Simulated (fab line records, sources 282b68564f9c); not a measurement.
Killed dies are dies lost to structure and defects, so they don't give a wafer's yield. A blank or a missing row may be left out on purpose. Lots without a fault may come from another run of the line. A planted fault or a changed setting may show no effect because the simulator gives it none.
A struck lot beside a sound one | flow rit_cmos | 11 steps out of a route of 202
Sound: wafers L240.1, L240.4, L240.6. Struck: wafers L239.3, L239.5, L239.6. The cause comes at the end.
At each step with rows: each side's tool, then ch and its chambers, then its first start. Under that, the readings that differ: sound wafers | struck wafers | difference of the means | sigmas: that difference in standard deviations of wafers without a fault.
alike: readings whose means differ by less than 2 such deviations, and words and numbers that are the same on both sides. not compared: withheld readings, readings that some wafer has no value for, bounds like >300 that may hide the same value, and numbers for which the record gives no deviation and whose values overlap.
The two part at a step that has a row with sigmas, a row that says differs or no value, or rows on one side only. Numbers that don't overlap but have no deviation are shown without sigmas and don't part them. A reading that every wafer of one side lacks parts them only if that side has two wafers or more.

RIT_ACTIVE_BOW_MEAS_00:
  sound on film_metro-02, day 5 14:00; struck on film_metro-04, day 5 09:02
  reading           | sound      | struck | difference | sigmas
  INCOMING_BOW (um) | -14 -13 -6 | 4 3 5  | +15        | +2
then, 1 step without rows for these wafers: RIT_ACTIVE_OXIDATION_01 (target thk 46.8 nm, ox time 3360 s).
RIT_ACTIVE_THK_MEAS_02:
  sound on film_metro-02, day 5 16:54; struck on film_metro-02, day 5 12:10
  alike: ACTIVE_OXIDE_THK
then, 1 step without rows for these wafers: RIT_ACTIVE_CVD_03 (deposits Si3N4 from SiH2Cl2/NH3, target thk 150 nm, time 1500 s).
RIT_ACTIVE_THK_MEAS_04:
  sound on film_metro-02, day 5 18:23; struck on film_metro-04, day 5 13:38
  alike: ACTIVE_NITRIDE_THK
then, 3 steps without rows for these wafers: RIT_ACTIVE_HMDS_05 (prime time 60 s); RIT_ACTIVE_COAT_06 (resist thk 1000 nm); RIT_ACTIVE_SOFTBAKE_07 (time 60 s).
RIT_ACTIVE_EXPOSE_08: exposes mask M1, target cd 1400 nm.
  sound on iline_stepper-02 ch 0, day 5 19:01; struck on iline_stepper-01 ch 0, day 5 14:10
  reading                        | sound                | struck      | difference | sigmas
  model.ACTIVE.overlay_x_nm (nm) | -1.894 -1.894 -1.894 | 106 106 106 | +108       |
  alike: mask
then, 2 steps without rows for these wafers: RIT_ACTIVE_PEB_09; RIT_M1_PROBE_99.

WHERE THEY PART
Only at RIT_ACTIVE_BOW_MEAS_00, within this record. Later steps at which nothing parts them and some readings are alike: RIT_ACTIVE_THK_MEAS_02, RIT_ACTIVE_THK_MEAS_04, RIT_ACTIVE_EXPOSE_08.

WHY: what the simulator had put in
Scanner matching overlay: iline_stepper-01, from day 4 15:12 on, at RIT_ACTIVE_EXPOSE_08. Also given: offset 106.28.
